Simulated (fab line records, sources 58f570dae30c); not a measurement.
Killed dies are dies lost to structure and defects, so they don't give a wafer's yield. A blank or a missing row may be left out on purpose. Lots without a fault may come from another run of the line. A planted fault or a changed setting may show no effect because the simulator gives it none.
fab line records | flow berkeley_cmos170 | part 1 of 2: steps 1 to 28 of 40
record lots=5 wafers=15 last_day=12
route steps=331 shown M2@288 V2@292 M3@309
lots that met no fault: from a run of the same line without faults
start_h: hours from the record's first day to the start of the lot's first wafer shown | wait_h: hours since the lot's step before | " the same as in the row above | L1.1+2: a row that stands for several wafers | - no value, or no start given | * or withheld: withheld | < > ~ a bound
route shown NAME@n: a module of which the file shows steps, and the number in the route of the first | usual: mean/standard deviation of fault-free wafers | same: alike in all rows | chamber/n: place in a boat | sites: the reading at each site | _std_site: their standard deviation | _edge_site: outer sites' mean less inner sites' | radius_mm: how far each site lies from the wafer's centre | mask NAME#n: copy n | behind: the tool/chamber that last shaped the wafer | hold: why the lot was held/for how many hours/how that ended | device: the transistor (n, p or np) that didn't switch | end of line: the same wafers' tests at the end of the route | a step without rows: its recipe alone | killed: dies lost to structure and defects at the first sort, not the wafer's yield | map: a wafer's dies, x killed, . not, _ none there
set.NAME: the setting as run; set.NAME@STEP: as run at that earlier step | model.NAME: the simulator's own value behind a step, which no gauge read
lots at some steps of the route; a table a step, a row a wafer
services: from which hour (start_h, from the record's first day; less than 0 if before it) a tool's chamber was out of use, for how many hours, and why
## steps
# step UCB170_M2_ETCH_17
# recipe chemistry=N2/H2 target_depth_a=withheld overetch_a=withheld target=BARC time_s=withheld source_w=500 bias_w=100 pressure_mtorr=30 n2_flow_sccm=100 h2_flow_sccm=200
# usual drypump_motor_current_A=5.8/0.44 oes_product_au=1.008/0.021 throttle_valve_pct=13.31/0.16
# columns lot.wafer tool chamber start_h wait_h drypump_motor_current_A oes_product_au throttle_valve_pct
L074.2 rie_diel-02 2 157.04 0.0 5.1 0.986 13.33
L074.4 " 1 " " 6.1 1.005 13.20
L074.5 " 1 " " 6.1 1.005 13.22
L086.2 rie_diel-01 0 221.82 0.0 6.0 1.037 13.25
L086.3 " 2 " " 6.2 0.980 13.13
L086.6 " 1 " " 6.0 1.014 13.41
L090.2 rie_diel-01 3 242.37 0.0 5.2 0.992 13.16
L090.4 " 2 " " 6.2 0.977 13.11
L090.6 " 2 " " 6.1 0.982 13.13
L095.1 rie_diel-02 0 266.46 0.0 5.4 1.017 13.57
L095.4 " 3 " " 5.6 1.044 13.31
L095.5 " 1 " " 6.1 1.024 13.24
L097.2 rie_diel-02 1 284.13 0.0 6.1 1.021 13.23
L097.4 " 0 " " 5.5 1.030 13.56
L097.6 " 0 " " 5.5 1.028 13.56
# step UCB170_M2_METAL_ETCH_18
# recipe chemistry=Cl2/BCl3 target=Al stop_on=SiO2 pressure_mtorr=12 target_depth_a=11700 over_etch_frac=0.3 time_s=195 icp_w=600 bias_w=120 Cl2_flow_sccm=90 bcl3_flow_sccm=45
# usual drypump_motor_current_A=5.8/0.48 oes_product_au=0.851/0.016 throttle_valve_pct=24.35/0.14
# columns lot.wafer tool chamber start_h wait_h drypump_motor_current_A oes_product_au rf_hours_counter_h throttle_valve_pct
L074.2 rie_metal-02 0 157.09 - 6.6 0.826 10 24.60
L074.4 " 1 " " 5.7 0.876 - 24.11
L074.5 " 1 " " 5.7 0.871 - 24.13
L086.2 rie_metal-03 1 221.86 - 5.6 0.860 1 24.30
L086.3 " 1 " " 5.6 0.857 - 24.29
L086.6 " 0 " " 5.8 0.840 - 24.40
L090.2 rie_metal-04 1 242.41 - 5.0 0.836 2 24.33
L090.4 " 0 " " 6.0 0.848 - 24.35
L090.6 " 0 " " 6.0 0.854 - 24.35
L095.1 rie_metal-04 1 266.50 - 5.0 0.824 3 24.35
L095.4 " 1 " " 5.0 0.837 - 24.33
L095.5 " 0 " " 6.0 0.848 - 24.35
L097.2 rie_metal-03 0 284.17 - 5.8 0.856 0 24.46
L097.4 " 1 " " 5.6 0.872 - 24.28
L097.6 " 1 " " 5.6 0.864 - 24.29
# step UCB170_M2_STRIP_19
# recipe chemistry=O2 power_w=400 pressure_mtorr=3500 platen_temp_c=withheld o2_flow_sccm=400 overash_fraction=0.5
# usual drypump_motor_current_A=5.5/0.6 oes_product_au=0.553/0.014
# columns lot.wafer tool chamber start_h wait_h drypump_motor_current_A oes_product_au rf_hours_counter_h
L074.2 plasma_asher-04 0 157.27 0.1 4.8 0.557 48
L074.4 " 0 " " 4.8 0.569 -
L074.5 " 0 " " 4.8 0.568 -
L086.2 plasma_asher-03 1 222.05 0.1 5.0 0.565 39
L086.3 " 1 " " 5.0 0.555 -
L086.6 " 0 " " 6.5 0.545 -
L090.2 plasma_asher-04 1 242.60 0.1 6.0 0.574 56
L090.4 " 0 " " 4.8 0.547 -
L090.6 " 0 " " 4.8 0.546 -
L095.1 plasma_asher-01 1 266.69 0.1 5.5 0.560 60
L095.4 " 1 " " 5.5 0.551 -
L095.5 " 1 " " 5.5 0.522 -
L097.2 plasma_asher-04 0 284.36 0.1 4.7 0.546 62
L097.4 " 0 " " 4.7 0.551 -
L097.6 " 1 " " 6.0 0.567 -
# step UCB170_M2_CD_MEAS_90
# recipe target_cd_nm=700
# usual cd_nm=702/3.5
# columns lot.wafer tool chamber start_h wait_h cd_nm
L074.2 cd_sem-01 - 157.39 0.1 697
L074.4 " - " " 704
L074.5 " - " " 707
L086.2 cd_sem-02 - 222.17 0.1 702
L086.3 " - " " 705
L086.6 " - " " 709
L090.2 cd_sem-01 - 242.72 0.1 699
L090.4 " - " " 700
L090.6 " - " " 701
L095.1 cd_sem-02 - 266.79 0.1 703
L095.4 " - " " 701
L095.5 " - " " 703
L097.2 cd_sem-01 - 284.48 0.1 702
L097.4 " - " " 703
L097.6 " - " " 703
# step UCB170_V2_CVD_00
# recipe material=SiO2 target_thk_nm=2000 temp_c=390 precursor=TEOS/O2 time_s=250 rf_w=550 pressure_mtorr=9000
# usual heater_power_w=231/63
# columns lot.wafer tool chamber start_h wait_h heater_power_w
L074.2 pecvd-03 0 157.49 0.1 236
L074.4 " 2 " " 150
L074.5 " 0 " " 216
L086.2 pecvd-03 1 222.27 0.1 268
L086.3 " 0 " " 163
L086.6 " 2 " " 149
L090.2 pecvd-02 2 242.82 0.1 236
L090.4 " 2 " " 179
L090.6 " 0 " " 296
L095.1 pecvd-04 2 266.91 0.1 293
L095.4 " 2 " " 222
L095.5 " 0 " " 183
L097.2 pecvd-02 2 284.58 0.1 256
L097.4 " 1 " " 145
L097.6 " 2 " " 182
# step UCB170_V2_THK_MEAS_01
# recipe reads=SiO2_of_V2_CVD_00
# usual V2_TEOS_THK=1987/27
# columns lot.wafer tool chamber start_h wait_h V2_TEOS_THK[nm]
L074.2 film_metro-04 - 157.74 0.2 1943
L074.4 " - " " 2003
L074.5 " - " " 1966
L086.2 film_metro-02 - 222.43 0.1 1962
L086.3 " - " " 1967
L086.6 " - " " 2010
L090.2 film_metro-02 - 242.98 0.1 2001
L090.4 " - " " 2013
L090.6 " - " " 2015
L095.1 film_metro-02 - 267.06 0.1 1972
L095.4 " - " " 2010
L095.5 " - " " 2020
L097.2 film_metro-04 - 284.74 0.1 1980
L097.4 " - " " 1996
L097.6 " - " " 2024
# step UCB170_V2_CMP_02
# recipe material=SiO2 down_force_psi=6 platen_rpm=60 pad_velocity_m_s=0.75398
# usual motor_current_A=17.0/1.8
# columns lot.wafer tool chamber start_h wait_h motor_current_A
L074.2 cmp-01 3 157.84 0.1 14.9
L074.4 " 1 " " 19.2
L074.5 " 3 " " 15.5
L086.2 cmp-01 1 222.55 0.1 19.5
L086.3 " 3 " " 15.6
L086.6 " 2 " " 15.0
L090.4 cmp-01 2 243.08 0.1 16.3
L090.2 " 0 " " 17.8
L090.6 " 1 " " 19.5
L095.4 cmp-02 1 267.22 0.1 14.4
L095.1 " 2 " " 16.5
L095.5 " 3 " " 17.1
L097.4 cmp-02 1 284.79 0.0 13.8
L097.2 " 0 " " 18.8
L097.6 " 2 " " 16.3
# step UCB170_V2_BOW_MEAS_03
# recipe mode=bow
# usual V2_BOW=37/6.8
# columns lot.wafer tool chamber start_h wait_h V2_BOW[um]
L074.2 film_metro-03 - 158.11 0.2 37
L074.4 " - " " 31
L074.5 " - " " 37
L086.2 film_metro-03 - 222.87 0.3 34
L086.3 " - " " 34
L086.6 " - " " 39
L090.2 film_metro-03 - 243.35 0.1 29
L090.4 " - " " 32
L090.6 " - " " 21
L095.1 film_metro-04 - 267.42 0.1 39
L095.4 " - " " 40
L095.5 " - " " 27
L097.2 film_metro-04 - 285.11 0.1 42
L097.4 " - " " 42
L097.6 " - " " 33
# step UCB170_V2_THK_MEAS_04
# recipe reads=SiO2_of_V2_CVD_00
# usual V2_POLISHED_THK=1000.3/1.2
# columns lot.wafer tool chamber start_h wait_h V2_POLISHED_THK[nm]
L074.2 film_metro-03 - 158.22 0.1 999.8
L074.4 " - " " 999.1
L074.5 " - " " 1000.5
L086.2 film_metro-03 - 222.98 0.1 998.4
L086.3 " - " " 997.1
L086.6 " - " " 1000.6
L090.2 film_metro-03 - 243.46 0.1 1001.9
L090.4 " - " " 1001.6
L090.6 " - " " 999.6
L095.1 film_metro-04 - 267.54 0.1 1000.3
L095.4 " - " " 999.3
L095.5 " - " " 999.4
L097.2 film_metro-04 - 285.22 0.1 1000.7
L097.4 " - " " 1000.1
L097.6 " - " " 1001.3
# step UCB170_V2_CLEAN_05
# recipe chemistry=DIW
# columns lot.wafer tool chamber start_h wait_h
L074.2+4+5 wet_bench-02 2 158.27 0.0
L086.2+3+6 wet_bench-02 3 223.03 0.0
L090.2+4+6 wet_bench-04 3 243.97 0.5
L095.1+4+5 wet_bench-02 2 267.60 0.1
L097.2+4+6 wet_bench-01 2 285.27 0.0
# step UCB170_V2_HMDS_06
# recipe prime_time_s=60 prime_temp_c=100
# columns lot.wafer tool chamber start_h wait_h
L074.2+4+5 litho_track-02 0 158.47 0.0
L086.2+3+6 litho_track-03 0 223.52 0.3
L090.2+4+6 litho_track-02 0 244.20 0.0
L095.1+4+5 litho_track-03 0 268.23 0.4
L097.2+4+6 litho_track-04 0 285.88 0.3
# step UCB170_V2_COAT_07
# recipe resist=KrF spin_rpm=1500 resist_thk_nm=900
# columns lot.wafer tool chamber start_h wait_h
L074.2+4+5 litho_track-02 0 158.62 0.1
L086.2+3+6 litho_track-03 0 223.67 0.1
L090.2+4+6 litho_track-02 0 244.35 0.1
L095.1+4+5 litho_track-03 0 268.38 0.1
L097.2+4+6 litho_track-04 0 286.03 0.1
# step UCB170_V2_SOFTBAKE_08
# recipe resist=KrF temp_c=130 time_s=60
# columns lot.wafer tool chamber start_h wait_h
L074.2+4+5 litho_track-02 0 158.77 0.1
L086.2+3+6 litho_track-03 0 223.82 0.1
L090.2+4+6 litho_track-02 0 244.50 0.1
L095.1+4+5 litho_track-03 0 268.53 0.1
L097.2+4+6 litho_track-04 0 286.18 0.1
# step UCB170_V2_EXPOSE_09
# recipe mask_id=VIA2 target_cd_nm=700 na=0.5 sigma_outer=0.6 source_shape=conventional dose_mj=37
# same na=0.5
# columns lot.wafer tool chamber start_h wait_h mask
L074.2+4+5 krf_scanner-02 0 159.04 0.2 VIA2#0
L086.2+3+6 krf_scanner-01 0 224.03 0.2 VIA2#0
L090.2+4+6 krf_scanner-02 0 244.64 0.1 VIA2#0
L095.1+4+5 krf_scanner-02 0 268.90 0.3 VIA2#0
L097.2+4+6 krf_scanner-01 0 286.66 0.5 VIA2#0
# step UCB170_V2_PEB_10
# recipe peb_temp_c=130 peb_time_s=withheld resist=KrF
# columns lot.wafer tool chamber start_h wait_h
L074.2+4+5 litho_track-04 0 159.16 0.1
L086.2+3+6 litho_track-02 0 224.40 0.4
L090.2+4+6 litho_track-03 0 244.94 0.3
L095.1+4+5 litho_track-03 0 269.58 0.7
L097.2+4+6 litho_track-04 0 287.16 0.5
# step UCB170_V2_DEVELOP_11
# recipe developer=TMAH develop_time_s=45 resist=KrF dev_temp_c=21
# columns lot.wafer tool chamber start_h wait_h
L074.2+4+5 litho_track-04 0 - -
L086.2+3+6 litho_track-02 0 - -
L090.2+4+6 litho_track-03 0 - -
L095.1+4+5 litho_track-03 0 - -
L097.2+4+6 litho_track-04 0 - -
# step UCB170_V2_CD_MEAS_12
# recipe target_cd_nm=700
# usual cd_nm=700.2/1.3
# columns lot.wafer tool chamber start_h wait_h cd_nm
L074.2 cd_sem-01 - 159.43 - 700.4
L074.4 " - " " 700.2
L074.5 " - " " 700.3
L086.2 cd_sem-02 - 224.79 - 700.2
L086.3 " - " " 699.4
L086.6 " - " " 699.8
L090.2 cd_sem-02 - 245.21 - 701.0
L090.4 " - " " 699.4
L090.6 " - " " 700.5
L095.1 cd_sem-02 - 269.86 - 699.2
L095.4 " - " " 699.3
L095.5 " - " " 700.7
L097.2 cd_sem-01 - 287.43 - 701.3
L097.4 " - " " 700.7
L097.6 " - " " 701.1
# step UCB170_V2_OVL_MEAS_13
# usual V2_OVL=-2/5.3
# columns lot.wafer tool chamber start_h wait_h V2_OVL[nm]
L074.2 overlay-02 - 159.53 0.1 -11
L074.4 " - " " -10
L074.5 " - " " -12
L086.2 overlay-02 - 224.89 0.1 4
L086.3 " - " " -2
L086.6 " - " " 3
L090.2 overlay-01 - 245.32 0.1 -5
L090.4 " - " " -2
L090.6 " - " " -4
L095.1 overlay-02 - 269.98 0.1 -2
L095.4 " - " " -3
L095.5 " - " " -6
L097.2 overlay-02 - 287.53 0.1 -7
L097.4 " - " " -9
L097.6 " - " " -5
# step UCB170_V2_ETCH_14
# recipe chemistry=CHF3/CF4/Ar target=SiO2 stop_on=Al CHF3_flow_sccm=45 cf4_flow_sccm=15 Ar_flow_sccm=150 pressure_mtorr=200 rf_w=700 target_depth_a=12500 over_etch_frac=0.25 time_s=291
# usual drypump_motor_current_A=5.9/0.42 oes_product_au=0.875/0.014 throttle_valve_pct=6.96/0.11
# columns lot.wafer tool chamber start_h wait_h drypump_motor_current_A oes_product_au rf_hours_counter_h throttle_valve_pct
L074.2 rie_diel-01 3 159.56 0.0 5.1 0.867 105 6.91
L074.4 " 2 " " 6.1 0.878 154 6.83
L074.5 " 2 " " 6.1 0.879 - 6.83
L086.2 rie_diel-03 1 224.92 0.0 5.3 0.851 5 6.97
L086.3 " 0 " " 6.2 0.877 57 7.15
L086.6 " 2 " " 6.6 0.859 - 6.80
L090.2 rie_diel-04 1 245.35 0.0 6.2 0.907 123 7.11
L090.4 " 3 " " 5.6 0.892 25 7.11
L090.6 " 3 " " 5.6 0.894 - 7.12
L095.1 rie_diel-01 0 270.01 0.0 6.0 0.888 46 6.91
L095.4 " 3 " " 5.2 0.863 111 6.90
L095.5 " 2 " " 6.2 0.866 - 6.82
L097.2 rie_diel-03 0 287.56 0.0 6.2 0.883 60 7.15
L097.4 " 2 " " 6.6 0.858 - 6.80
L097.6 " 0 " " 6.2 0.871 - 7.17
# step UCB170_V2_STRIP_15
# recipe chemistry=O2 power_w=400 pressure_mtorr=3500 platen_temp_c=withheld o2_flow_sccm=400 overash_fraction=0.5
# usual drypump_motor_current_A=5.5/0.55 oes_product_au=0.722/0.0041 strip_time_to_endpoint_s=15.27/0.12
# columns lot.wafer tool chamber start_h wait_h drypump_motor_current_A oes_product_au rf_hours_counter_h strip_time_to_endpoint_s
L074.2 plasma_asher-04 0 159.74 0.1 4.7 0.722 48 15.39
L074.4 " 0 " " 4.8 0.722 - 15.20
L074.5 " 1 " " 6.0 0.714 - 15.20
L086.2 plasma_asher-01 0 225.10 0.1 5.1 0.715 55 15.36
L086.3 " 1 " " 5.5 0.720 - 15.41
L086.6 " 1 " " 5.5 0.724 - 15.29
L090.2 plasma_asher-02 1 245.53 0.1 6.5 0.719 14 15.27
L090.4 " 0 " " 5.8 0.724 - 15.14
L090.6 " 0 " " 5.9 0.726 - 15.04
L095.1 plasma_asher-04 1 270.19 0.1 6.0 0.712 60 15.13
L095.4 " 0 " " 4.7 0.725 - 15.23
L095.5 " 1 " " 6.0 0.719 - 15.30
L097.2 plasma_asher-04 1 287.74 0.1 6.0 0.727 62 15.26
L097.4 " 1 " " 6.0 0.728 - 15.19
L097.6 " 0 " " 4.7 0.723 - 15.21
# step UCB170_V2_CD_MEAS_90
# recipe target_cd_nm=700
# usual cd_nm=700.1/1.4
# columns lot.wafer tool chamber start_h wait_h cd_nm
L074.2 cd_sem-02 - 159.86 0.1 699.2
L074.4 " - " " 701.2
L074.5 " - " " 700.2
L086.2 cd_sem-02 - 225.25 0.1 700.1
L086.3 " - " " 697.7
L086.6 " - " " 699.7
L090.2 cd_sem-01 - 245.65 0.1 703.3
L090.4 " - " " 700.8
L090.6 " - " " 701.4
L095.1 cd_sem-01 - 270.29 0.1 700.1
L095.4 " - " " 699.2
L095.5 " - " " 700.1
L097.2 cd_sem-02 - 287.86 0.1 700.2
L097.4 " - " " 701.6
L097.6 " - " " 700.5
# step UCB170_M3_PRE_CLEAN_00
# recipe gas=Ar preclean_etch_time_s=60
# columns lot.wafer tool chamber start_h wait_h
L074.2+4+5 pvd_sputter-04 - 159.96 0.1
L086.2+3+6 pvd_sputter-04 - 225.35 0.1
L090.2+4+6 pvd_sputter-02 - 245.75 0.1
L095.1+4+5 pvd_sputter-02 - 270.41 0.1
L097.2+4+6 pvd_sputter-02 - 287.96 0.1
# step UCB170_M3_SPUTTER_01
# recipe material=Al target_thk_nm=900 time_s=120 power_w=6000 chamber_pressure_pa=0.5
# usual cathode_dc_power_W=6000.0/1 chamber_pressure_pa=0.5001/0.001 throttle_valve_pct=30.4/1.2
# columns lot.wafer tool chamber start_h wait_h cathode_dc_power_W chamber_pressure_pa throttle_valve_pct
L074.2 pvd_sputter-04 - 160.03 0.0 6001.1 0.4997 30.5
L074.4 " - " " 6002.2 0.5011 30.6
L074.5 " - " " 5999.4 0.5012 30.3
L086.2 pvd_sputter-04 - 225.42 0.0 6000.5 0.4993 30.3
L086.3 " - " " 5999.7 0.5003 30.9
L086.6 " - " " 6000.3 0.5000 32.4
L090.2 pvd_sputter-02 - 245.81 0.0 5998.4 0.5012 31.6
L090.4 " - " " 5997.8 0.5014 28.1
L090.6 " - " " 6000.3 0.5002 30.8
L095.1 pvd_sputter-02 - 270.48 0.0 5999.3 0.5032 31.3
L095.4 " - " " 5999.9 0.5007 29.9
L095.5 " - " " 5998.8 0.5019 31.5
L097.2 pvd_sputter-02 - 288.03 0.0 6000.0 0.5003 28.1
L097.4 " - " " 5999.3 0.4987 30.9
L097.6 " - " " 6002.6 0.5007 27.9
# step UCB170_M3_RS_MEAS_02
# recipe thk_meas_gauge=four-point-probe reads=Al_of_M3_SPUTTER_01
# usual M3_AL_RS=0.0321/0.00037
# columns lot.wafer tool chamber start_h wait_h M3_AL_RS[ohm/sq]
L074.2 film_metro-02 - 160.13 0.1 0.0320
L074.4 " - " " 0.0325
L074.5 " - " " 0.0322
L086.2 film_metro-02 - 225.55 0.1 0.0326
L086.3 " - " " 0.0329
L086.6 " - " " 0.0326
L090.2 film_metro-02 - 245.92 0.1 0.0319
L090.4 " - " " 0.0316
L090.6 " - " " 0.0319
L095.1 film_metro-04 - 270.56 0.0 0.0316
L095.4 " - " " 0.0314
L095.5 " - " " 0.0317
L097.2 film_metro-01 - 288.13 0.1 0.0319
L097.4 " - " " 0.0322
L097.6 " - " " 0.0320
# step UCB170_M3_THK_MEAS_03
# recipe thk_meas_gauge=xrf reads=Al_of_M3_SPUTTER_01
# usual M3_AL_THK=896/11
# columns lot.wafer tool chamber start_h wait_h M3_AL_THK[nm]
L074.2 film_metro-02 - 160.24 0.1 897
L074.4 " - " " 889
L074.5 " - " " 892
L086.2 film_metro-02 - 225.66 0.1 883
L086.3 " - " " 873
L086.6 " - " " 885
L090.2 film_metro-02 - 246.03 0.1 907
L090.4 " - " " 912
L090.6 " - " " 908
L095.1 film_metro-04 - 270.68 0.1 911
L095.4 " - " " 917
L095.5 " - " " 917
L097.2 film_metro-01 - 288.24 0.1 895
L097.4 " - " " 886
L097.6 " - " " 892
# step UCB170_M3_HMDS_04
# recipe prime_time_s=60 prime_temp_c=100
# columns lot.wafer tool chamber start_h wait_h
L074.2+4+5 litho_track-04 0 160.32 0.1
L086.2+3+6 litho_track-02 0 226.09 0.4
L090.2+4+6 litho_track-02 0 246.38 0.3
L095.1+4+5 litho_track-01 0 270.74 0.1
L097.2+4+6 litho_track-04 0 288.32 0.1
# step UCB170_M3_COAT_05
# recipe resist=KrF spin_rpm=1500 resist_thk_nm=900
# columns lot.wafer tool chamber start_h wait_h
L074.2+4+5 litho_track-04 0 160.47 0.1
L086.2+3+6 litho_track-02 0 226.24 0.1
L090.2+4+6 litho_track-02 0 246.53 0.1
L095.1+4+5 litho_track-01 0 270.89 0.1
L097.2+4+6 litho_track-04 0 288.47 0.1
# step UCB170_M3_SOFTBAKE_06
# recipe resist=KrF temp_c=130 time_s=60
# columns lot.wafer tool chamber start_h wait_h
L074.2+4+5 litho_track-04 0 160.62 0.1
L086.2+3+6 litho_track-02 0 226.39 0.1
L090.2+4+6 litho_track-02 0 246.68 0.1
L095.1+4+5 litho_track-01 0 271.04 0.1
L097.2+4+6 litho_track-04 0 288.62 0.1
